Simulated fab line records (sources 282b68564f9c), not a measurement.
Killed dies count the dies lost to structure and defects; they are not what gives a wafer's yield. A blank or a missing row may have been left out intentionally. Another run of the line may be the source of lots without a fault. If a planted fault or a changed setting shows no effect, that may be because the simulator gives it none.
fab line records / flow rit-cmos / part 2 of 2: steps 34 to 45 of 45
record lots=5 wafers=15 last-day=5
route steps=202 shown GATE@95 REOX@98 NLDD@103 PLDD@114 SPACER@125 NSD@131
lots that met no fault: from a run of the same line without faults
start-h: start of the lot's first displayed wafer, in hours after the record's first day / wait-h: hours from the lot's prior step to this one / " as in the row above / L1.1+2: several wafers, shown together as one row / - either no value or no given start / * or withheld: withheld / < > ~ a bound
route shown NAME@n: NAME is a module with steps in the file, n the number in the route of the first one / usual: mean/standard deviation taken from wafers without a fault / same: alike in all rows / chamber/n: place in a boat / sites: readings site by site / _std_site: how widely they spread, as a standard deviation / _edge_site: the outer-site mean with the inner-site mean subtracted / radius-mm: for every site, how far away it sits from the centre of the wafer / mask NAME#n: copy n / behind: tool/chamber where the wafer was last shaped / hold: what put the lot on hold/how long, in hours/how the hold closed / device: the n, p or np transistor that did not switch / end of line: the tests these same wafers got at the end of their route / a step with no rows: only its recipe / killed: at the first sort, the dies lost to defects and structure; wafer yield is something else / map: shows each die of a wafer: x if killed, . if not, _ if none is there
set.NAME: setting as actually run; set.NAME@STEP: the setting as run at that earlier step / model.NAME: the simulator's own value behind a step, which no gauge read
certain route steps with their lots: each step a table, each wafer a row
services: from which hour (start-h, from the record's first day; less than 0 if before it) a tool's chamber was out of use, for how many hours, and why
## steps
# step RIT_SPACER_CVD_03
# recipe material=Si3N4 target-thk-nm=250 temp-c=810 precursor=SiH2Cl2/NH3 time-s=3300 pressure-mtorr=300 sih2cl2-flow-sccm=60 nh3-flow-sccm=150
# usual spike-tc-source-C=830.5/2.6
lot.wafer=L074.2 tool=lpcvd-01 chamber=0 start-h=43.82 wait-h=0.0 spike-tc-source-C=834.5
lot.wafer=L074.4 tool=lpcvd-01 chamber=0 start-h=43.82 wait-h=0.0 spike-tc-source-C=834.2
lot.wafer=L074.6 tool=lpcvd-01 chamber=0 start-h=43.82 wait-h=0.0 spike-tc-source-C=834.6
lot.wafer=L075.3 tool=lpcvd-02 chamber=0 start-h=48.09 wait-h=0.0 spike-tc-source-C=829.5
lot.wafer=L075.5 tool=lpcvd-02 chamber=0 start-h=48.09 wait-h=0.0 spike-tc-source-C=828.8
lot.wafer=L075.6 tool=lpcvd-02 chamber=0 start-h=48.09 wait-h=0.0 spike-tc-source-C=828.0
lot.wafer=L077.1 tool=lpcvd-01 chamber=0 start-h=59.57 wait-h=0.0 spike-tc-source-C=835.1
lot.wafer=L077.2 tool=lpcvd-01 chamber=0 start-h=59.57 wait-h=0.0 spike-tc-source-C=834.4
lot.wafer=L077.5 tool=lpcvd-01 chamber=0 start-h=59.57 wait-h=0.0 spike-tc-source-C=831.9
lot.wafer=L080.1 tool=lpcvd-01 chamber=1 start-h=75.01 wait-h=0.0 spike-tc-source-C=828.8
lot.wafer=L080.2 tool=lpcvd-01 chamber=1 start-h=75.01 wait-h=0.0 spike-tc-source-C=831.0
lot.wafer=L080.3 tool=lpcvd-01 chamber=1 start-h=75.01 wait-h=0.0 spike-tc-source-C=828.9
lot.wafer=L085.2 tool=lpcvd-02 chamber=0 start-h=104.02 wait-h=1.0 spike-tc-source-C=829.4
lot.wafer=L085.3 tool=lpcvd-02 chamber=0 start-h=104.02 wait-h=1.0 spike-tc-source-C=826.1
lot.wafer=L085.6 tool=lpcvd-02 chamber=0 start-h=104.02 wait-h=1.0 spike-tc-source-C=827.0
# step RIT_SPACER_THK_MEAS_04
# recipe reads=Si3N4_of_SPACER_CVD_03
# usual SPACER_NITRIDE_THK=250.1/2.6
lot.wafer=L074.2 tool=film-metro-03 chamber=- start-h=45.75 wait-h=0.0 SPACER_NITRIDE_THK[nm]=245.8
lot.wafer=L074.4 tool=film-metro-03 chamber=- start-h=45.75 wait-h=0.0 SPACER_NITRIDE_THK[nm]=247.9
lot.wafer=L074.6 tool=film-metro-03 chamber=- start-h=45.75 wait-h=0.0 SPACER_NITRIDE_THK[nm]=245.5
lot.wafer=L075.3 tool=film-metro-02 chamber=- start-h=50.03 wait-h=0.0 SPACER_NITRIDE_THK[nm]=252.8
lot.wafer=L075.5 tool=film-metro-02 chamber=- start-h=50.03 wait-h=0.0 SPACER_NITRIDE_THK[nm]=251.8
lot.wafer=L075.6 tool=film-metro-02 chamber=- start-h=50.03 wait-h=0.0 SPACER_NITRIDE_THK[nm]=250.8
lot.wafer=L077.1 tool=film-metro-03 chamber=- start-h=61.49 wait-h=0.0 SPACER_NITRIDE_THK[nm]=253.3
lot.wafer=L077.2 tool=film-metro-03 chamber=- start-h=61.49 wait-h=0.0 SPACER_NITRIDE_THK[nm]=251.9
lot.wafer=L077.5 tool=film-metro-03 chamber=- start-h=61.49 wait-h=0.0 SPACER_NITRIDE_THK[nm]=252.0
lot.wafer=L080.1 tool=film-metro-03 chamber=- start-h=76.93 wait-h=0.0 SPACER_NITRIDE_THK[nm]=249.0
lot.wafer=L080.2 tool=film-metro-03 chamber=- start-h=76.93 wait-h=0.0 SPACER_NITRIDE_THK[nm]=249.5
lot.wafer=L080.3 tool=film-metro-03 chamber=- start-h=76.93 wait-h=0.0 SPACER_NITRIDE_THK[nm]=250.8
lot.wafer=L085.2 tool=film-metro-02 chamber=- start-h=105.95 wait-h=0.0 SPACER_NITRIDE_THK[nm]=250.2
lot.wafer=L085.3 tool=film-metro-02 chamber=- start-h=105.95 wait-h=0.0 SPACER_NITRIDE_THK[nm]=249.4
lot.wafer=L085.6 tool=film-metro-02 chamber=- start-h=105.95 wait-h=0.0 SPACER_NITRIDE_THK[nm]=249.3
# step RIT_SPACER_ETCHBACK_05
# recipe target-depth-a=2500 SF6_flow_sccm=30 CHF3_flow_sccm=30 target=Si3N4 chemistry=SF6/CHF3 pressure-mtorr=40 rf-w=250 time-s=240 stop-on=SiO2
# usual drypump-motor-current-A=5.5/0.51 oes-product-au=0.842/0.016 throttle-valve-pct=10.26/0.12
lot.wafer=L074.2 tool=rie-diel-03 chamber=3 start-h=45.80 wait-h=0.0 drypump-motor-current-A=6.0 oes-product-au=0.817 rf-hours-counter-h=4 throttle-valve-pct=10.12
lot.wafer=L074.4 tool=rie-diel-03 chamber=0 start-h=45.80 wait-h=0.0 drypump-motor-current-A=6.2 oes-product-au=0.815 rf-hours-counter-h=154 throttle-valve-pct=10.41
lot.wafer=L074.6 tool=rie-diel-03 chamber=0 start-h=45.80 wait-h=0.0 drypump-motor-current-A=6.2 oes-product-au=0.809 rf-hours-counter-h=- throttle-valve-pct=10.43
lot.wafer=L075.3 tool=rie-diel-01 chamber=3 start-h=50.07 wait-h=0.0 drypump-motor-current-A=4.6 oes-product-au=0.842 rf-hours-counter-h=114 throttle-valve-pct=10.42
lot.wafer=L075.5 tool=rie-diel-01 chamber=2 start-h=50.07 wait-h=0.0 drypump-motor-current-A=5.4 oes-product-au=0.853 rf-hours-counter-h=- throttle-valve-pct=10.30
lot.wafer=L075.6 tool=rie-diel-01 chamber=1 start-h=50.07 wait-h=0.0 drypump-motor-current-A=6.1 oes-product-au=0.816 rf-hours-counter-h=- throttle-valve-pct=10.08
lot.wafer=L077.1 tool=rie-diel-01 chamber=1 start-h=61.55 wait-h=0.1 drypump-motor-current-A=6.1 oes-product-au=0.824 rf-hours-counter-h=137 throttle-valve-pct=10.07
lot.wafer=L077.2 tool=rie-diel-01 chamber=2 start-h=61.55 wait-h=0.1 drypump-motor-current-A=5.4 oes-product-au=0.849 rf-hours-counter-h=8 throttle-valve-pct=10.29
lot.wafer=L077.5 tool=rie-diel-01 chamber=3 start-h=61.55 wait-h=0.1 drypump-motor-current-A=4.6 oes-product-au=0.836 rf-hours-counter-h=- throttle-valve-pct=10.42
lot.wafer=L080.1 tool=rie-diel-01 chamber=1 start-h=76.99 wait-h=0.1 drypump-motor-current-A=6.1 oes-product-au=0.816 rf-hours-counter-h=137 throttle-valve-pct=10.07
lot.wafer=L080.2 tool=rie-diel-01 chamber=0 start-h=76.99 wait-h=0.1 drypump-motor-current-A=5.9 oes-product-au=0.841 rf-hours-counter-h=89 throttle-valve-pct=10.22
lot.wafer=L080.3 tool=rie-diel-01 chamber=2 start-h=76.99 wait-h=0.1 drypump-motor-current-A=5.4 oes-product-au=0.840 rf-hours-counter-h=8 throttle-valve-pct=10.29
lot.wafer=L085.2 tool=rie-diel-03 chamber=3 start-h=106.00 wait-h=0.0 drypump-motor-current-A=6.0 oes-product-au=0.833 rf-hours-counter-h=5 throttle-valve-pct=10.12
lot.wafer=L085.3 tool=rie-diel-03 chamber=1 start-h=106.00 wait-h=0.0 drypump-motor-current-A=5.3 oes-product-au=0.822 rf-hours-counter-h=2 throttle-valve-pct=10.30
lot.wafer=L085.6 tool=rie-diel-03 chamber=1 start-h=106.00 wait-h=0.0 drypump-motor-current-A=5.3 oes-product-au=0.829 rf-hours-counter-h=- throttle-valve-pct=10.32
# step RIT_NSD_HMDS_00
# recipe prime-time-s=60 prime-temp-c=140
lot.wafer=L074.2+4+6 tool=litho-track-03 chamber=0 start-h=45.97 wait-h=0.1
lot.wafer=L075.3+5+6 tool=litho-track-01 chamber=0 start-h=50.27 wait-h=0.1
lot.wafer=L077.1+2+5 tool=litho-track-03 chamber=0 start-h=61.70 wait-h=0.1
lot.wafer=L080.1+2+3 tool=litho-track-01 chamber=0 start-h=77.14 wait-h=0.1
lot.wafer=L085.2+3+6 tool=litho-track-01 chamber=0 start-h=106.17 wait-h=0.1
# step RIT_NSD_COAT_01
# recipe resist=NOVOLAK spin-rpm=3250 resist-thk-nm=1000
# usual spin-speed-rpm=3249.5/2
lot.wafer=L074.2 tool=litho-track-03 chamber=0 start-h=46.12 wait-h=0.1 spin-speed-rpm=3251.0
lot.wafer=L074.4 tool=litho-track-03 chamber=0 start-h=46.12 wait-h=0.1 spin-speed-rpm=3249.4
lot.wafer=L074.6 tool=litho-track-03 chamber=0 start-h=46.12 wait-h=0.1 spin-speed-rpm=3251.7
lot.wafer=L075.3 tool=litho-track-01 chamber=0 start-h=50.42 wait-h=0.1 spin-speed-rpm=3248.2
lot.wafer=L075.5 tool=litho-track-01 chamber=0 start-h=50.42 wait-h=0.1 spin-speed-rpm=3248.4
lot.wafer=L075.6 tool=litho-track-01 chamber=0 start-h=50.42 wait-h=0.1 spin-speed-rpm=3248.4
lot.wafer=L077.1 tool=litho-track-03 chamber=0 start-h=61.85 wait-h=0.1 spin-speed-rpm=3248.8
lot.wafer=L077.2 tool=litho-track-03 chamber=0 start-h=61.85 wait-h=0.1 spin-speed-rpm=3247.7
lot.wafer=L077.5 tool=litho-track-03 chamber=0 start-h=61.85 wait-h=0.1 spin-speed-rpm=3251.0
lot.wafer=L080.1 tool=litho-track-01 chamber=0 start-h=77.29 wait-h=0.1 spin-speed-rpm=3248.2
lot.wafer=L080.2 tool=litho-track-01 chamber=0 start-h=77.29 wait-h=0.1 spin-speed-rpm=3250.3
lot.wafer=L080.3 tool=litho-track-01 chamber=0 start-h=77.29 wait-h=0.1 spin-speed-rpm=3248.1
lot.wafer=L085.2 tool=litho-track-01 chamber=0 start-h=106.32 wait-h=0.1 spin-speed-rpm=3249.4
lot.wafer=L085.3 tool=litho-track-01 chamber=0 start-h=106.32 wait-h=0.1 spin-speed-rpm=3252.1
lot.wafer=L085.6 tool=litho-track-01 chamber=0 start-h=106.32 wait-h=0.1 spin-speed-rpm=3250.3
# step RIT_NSD_SOFTBAKE_02
# recipe resist=NOVOLAK temp-c=90 time-s=60
# usual heater-power-total-W=34.57/0.054
lot.wafer=L074.2 tool=litho-track-03 chamber=0 start-h=46.27 wait-h=0.1 heater-power-total-W=34.59
lot.wafer=L074.4 tool=litho-track-03 chamber=0 start-h=46.27 wait-h=0.1 heater-power-total-W=34.58
lot.wafer=L074.6 tool=litho-track-03 chamber=0 start-h=46.27 wait-h=0.1 heater-power-total-W=34.54
lot.wafer=L075.3 tool=litho-track-01 chamber=0 start-h=50.57 wait-h=0.1 heater-power-total-W=34.59
lot.wafer=L075.5 tool=litho-track-01 chamber=0 start-h=50.57 wait-h=0.1 heater-power-total-W=34.64
lot.wafer=L075.6 tool=litho-track-01 chamber=0 start-h=50.57 wait-h=0.1 heater-power-total-W=34.68
lot.wafer=L077.1 tool=litho-track-03 chamber=0 start-h=62.00 wait-h=0.1 heater-power-total-W=34.62
lot.wafer=L077.2 tool=litho-track-03 chamber=0 start-h=62.00 wait-h=0.1 heater-power-total-W=34.63
lot.wafer=L077.5 tool=litho-track-03 chamber=0 start-h=62.00 wait-h=0.1 heater-power-total-W=34.59
lot.wafer=L080.1 tool=litho-track-01 chamber=0 start-h=77.44 wait-h=0.1 heater-power-total-W=34.60
lot.wafer=L080.2 tool=litho-track-01 chamber=0 start-h=77.44 wait-h=0.1 heater-power-total-W=34.53
lot.wafer=L080.3 tool=litho-track-01 chamber=0 start-h=77.44 wait-h=0.1 heater-power-total-W=34.51
lot.wafer=L085.2 tool=litho-track-01 chamber=0 start-h=106.47 wait-h=0.1 heater-power-total-W=34.59
lot.wafer=L085.3 tool=litho-track-01 chamber=0 start-h=106.47 wait-h=0.1 heater-power-total-W=34.61
lot.wafer=L085.6 tool=litho-track-01 chamber=0 start-h=106.47 wait-h=0.1 heater-power-total-W=34.65
# step RIT_NSD_EXPOSE_03
# recipe mask-id=M9 na=0.57 target-cd-nm=40700 dose-mj=250
# same na=0.57
lot.wafer=L074.2+4+6 tool=iline-stepper-02 chamber=0 start-h=46.42 wait-h=0.1 mask=M9#0
lot.wafer=L075.3+5+6 tool=iline-stepper-02 chamber=0 start-h=50.80 wait-h=0.2 mask=M9#0
lot.wafer=L077.1+2+5 tool=iline-stepper-02 chamber=0 start-h=62.15 wait-h=0.1 mask=M9#0
lot.wafer=L080.1+2+3 tool=iline-stepper-01 chamber=0 start-h=77.72 wait-h=0.2 mask=M9#0
lot.wafer=L085.2+3+6 tool=iline-stepper-01 chamber=0 start-h=106.74 wait-h=0.2 mask=M9#0
# step RIT_NSD_PEB_04
# recipe resist=NOVOLAK temp-c=withheld time-s=withheld
lot.wafer=L074.2+4+6 tool=litho-track-02 chamber=0 start-h=46.54 wait-h=0.1
lot.wafer=L075.3+5+6 tool=litho-track-01 chamber=0 start-h=51.05 wait-h=0.2
lot.wafer=L077.1+2+5 tool=litho-track-01 chamber=0 start-h=62.27 wait-h=0.1
lot.wafer=L080.1+2+3 tool=litho-track-03 chamber=0 start-h=77.83 wait-h=0.1
lot.wafer=L085.2+3+6 tool=litho-track-03 chamber=0 start-h=106.86 wait-h=0.1
# step RIT_NSD_DEVELOP_05
# recipe resist=NOVOLAK develop-time-s=50 dev-temp-c=23
lot.wafer=L074.2+4+6 tool=litho-track-02 chamber=0 start-h=- wait-h=-
lot.wafer=L075.3+5+6 tool=litho-track-01 chamber=0 start-h=- wait-h=-
lot.wafer=L077.1+2+5 tool=litho-track-01 chamber=0 start-h=- wait-h=-
lot.wafer=L080.1+2+3 tool=litho-track-03 chamber=0 start-h=- wait-h=-
lot.wafer=L085.2+3+6 tool=litho-track-03 chamber=0 start-h=- wait-h=-
# step RIT_NSD_OVL_MEAS_06
# usual NSD_OVL=-0.3/1.5
lot.wafer=L074.2 tool=overlay-01 chamber=- start-h=46.80 wait-h=- NSD_OVL[nm]=1.6
lot.wafer=L074.4 tool=overlay-01 chamber=- start-h=46.80 wait-h=- NSD_OVL[nm]=1.3
lot.wafer=L074.6 tool=overlay-01 chamber=- start-h=46.80 wait-h=- NSD_OVL[nm]=-0.5
lot.wafer=L075.3 tool=overlay-02 chamber=- start-h=51.29 wait-h=- NSD_OVL[nm]=-2.5
lot.wafer=L075.5 tool=overlay-02 chamber=- start-h=51.29 wait-h=- NSD_OVL[nm]=-2.3
lot.wafer=L075.6 tool=overlay-02 chamber=- start-h=51.29 wait-h=- NSD_OVL[nm]=-0.3
lot.wafer=L077.1 tool=overlay-01 chamber=- start-h=62.55 wait-h=- NSD_OVL[nm]=2.5
lot.wafer=L077.2 tool=overlay-01 chamber=- start-h=62.55 wait-h=- NSD_OVL[nm]=1.4
lot.wafer=L077.5 tool=overlay-01 chamber=- start-h=62.55 wait-h=- NSD_OVL[nm]=-0.2
lot.wafer=L080.1 tool=overlay-01 chamber=- start-h=78.12 wait-h=- NSD_OVL[nm]=1.7
lot.wafer=L080.2 tool=overlay-01 chamber=- start-h=78.12 wait-h=- NSD_OVL[nm]=3.0
lot.wafer=L080.3 tool=overlay-01 chamber=- start-h=78.12 wait-h=- NSD_OVL[nm]=0.9
lot.wafer=L085.2 tool=overlay-02 chamber=- start-h=107.13 wait-h=- NSD_OVL[nm]=-0.6
lot.wafer=L085.3 tool=overlay-02 chamber=- start-h=107.13 wait-h=- NSD_OVL[nm]=-1.2
lot.wafer=L085.6 tool=overlay-02 chamber=- start-h=107.13 wait-h=- NSD_OVL[nm]=-3.1
# step RIT_NSD_HARDBAKE_07
# recipe resist=NOVOLAK temp-c=140 time-s=60
# usual heater-power-total-W=62.54/0.049
lot.wafer=L074.2 tool=litho-track-02 chamber=0 start-h=46.86 wait-h=0.0 heater-power-total-W=62.55
lot.wafer=L074.4 tool=litho-track-02 chamber=0 start-h=46.86 wait-h=0.0 heater-power-total-W=62.60
lot.wafer=L074.6 tool=litho-track-02 chamber=0 start-h=46.86 wait-h=0.0 heater-power-total-W=62.56
lot.wafer=L075.3 tool=litho-track-01 chamber=0 start-h=51.37 wait-h=0.1 heater-power-total-W=62.58
lot.wafer=L075.5 tool=litho-track-01 chamber=0 start-h=51.37 wait-h=0.1 heater-power-total-W=62.64
lot.wafer=L075.6 tool=litho-track-01 chamber=0 start-h=51.37 wait-h=0.1 heater-power-total-W=62.60
lot.wafer=L077.1 tool=litho-track-01 chamber=0 start-h=62.58 wait-h=0.0 heater-power-total-W=62.56
lot.wafer=L077.2 tool=litho-track-01 chamber=0 start-h=62.58 wait-h=0.0 heater-power-total-W=62.54
lot.wafer=L077.5 tool=litho-track-01 chamber=0 start-h=62.58 wait-h=0.0 heater-power-total-W=62.61
lot.wafer=L080.1 tool=litho-track-03 chamber=0 start-h=78.15 wait-h=0.0 heater-power-total-W=62.55
lot.wafer=L080.2 tool=litho-track-03 chamber=0 start-h=78.15 wait-h=0.0 heater-power-total-W=62.48
lot.wafer=L080.3 tool=litho-track-03 chamber=0 start-h=78.15 wait-h=0.0 heater-power-total-W=62.56
lot.wafer=L085.2 tool=litho-track-01 chamber=0 start-h=107.18 wait-h=0.0 heater-power-total-W=62.55
lot.wafer=L085.3 tool=litho-track-01 chamber=0 start-h=107.18 wait-h=0.0 heater-power-total-W=62.49
lot.wafer=L085.6 tool=litho-track-01 chamber=0 start-h=107.18 wait-h=0.0 heater-power-total-W=62.59
# step RIT_NSD_IMPLANT_08
# recipe species=P energy-kev=25 dose-cm2=1e+15 tilt-deg=7
# same implant-ion-amu=31
lot.wafer=L074.2+4+6 tool=implanter-01 chamber=0 start-h=47.01 wait-h=0.1
lot.wafer=L075.3+5+6 tool=implanter-01 chamber=0 start-h=51.52 wait-h=0.1
lot.wafer=L077.1+2+5 tool=implanter-03 chamber=0 start-h=62.73 wait-h=0.1
lot.wafer=L080.1+2+3 tool=implanter-02 chamber=0 start-h=78.30 wait-h=0.1
lot.wafer=L085.2+3+6 tool=implanter-01 chamber=0 start-h=107.33 wait-h=0.1
## services
tool=rie-si-02 chamber=1 start-h=16.92 hours=3.1 kind=repair
tool=iline-stepper-02 chamber=- start-h=24.75 hours=5.1 kind=repair
tool=furnace-04 chamber=- start-h=24.90 hours=6.0 kind=pm
tool=plasma-asher-02 chamber=- start-h=26.34 hours=0.9 kind=repair
tool=implanter-02 chamber=- start-h=30.09 hours=2.3 kind=repair
tool=implanter-03 chamber=- start-h=32.62 hours=2.5 kind=repair
tool=furnace-01 chamber=- start-h=41.66 hours=4.0 kind=pm
tool=implanter-02 chamber=- start-h=43.46 hours=4.7 kind=pm
tool=wet-bench-04 chamber=- start-h=45.63 hours=0.6 kind=repair
tool=furnace-03 chamber=- start-h=52.84 hours=16.2 kind=repair
tool=rie-si-01 chamber=1 start-h=59.91 hours=- kind=clean
tool=rie-si-01 chamber=1 start-h=59.91 hours=13.7 kind=scheduled-down
tool=rie-si-01 chamber=1 start-h=59.91 hours=13.7 kind=vent-cycle
tool=furnace-03 chamber=- start-h=69.08 hours=15.7 kind=pm
tool=rie-diel-01 chamber=3 start-h=73.26 hours=4.4 kind=repair
tool=rie-si-02 chamber=0 start-h=82.29 hours=2.4 kind=repair
tool=rie-si-01 chamber=0 start-h=86.53 hours=- kind=clean
tool=rie-si-01 chamber=0 start-h=86.53 hours=17.2 kind=scheduled-down
tool=rie-si-01 chamber=0 start-h=86.53 hours=17.2 kind=vent-cycle
tool=furnace-04 chamber=- start-h=86.76 hours=3.2 kind=pm
tool=rie-diel-03 chamber=- start-h=95.47 hours=0.4 kind=repair
tool=iline-stepper-01 chamber=0 start-h=95.57 hours=- kind=calibration
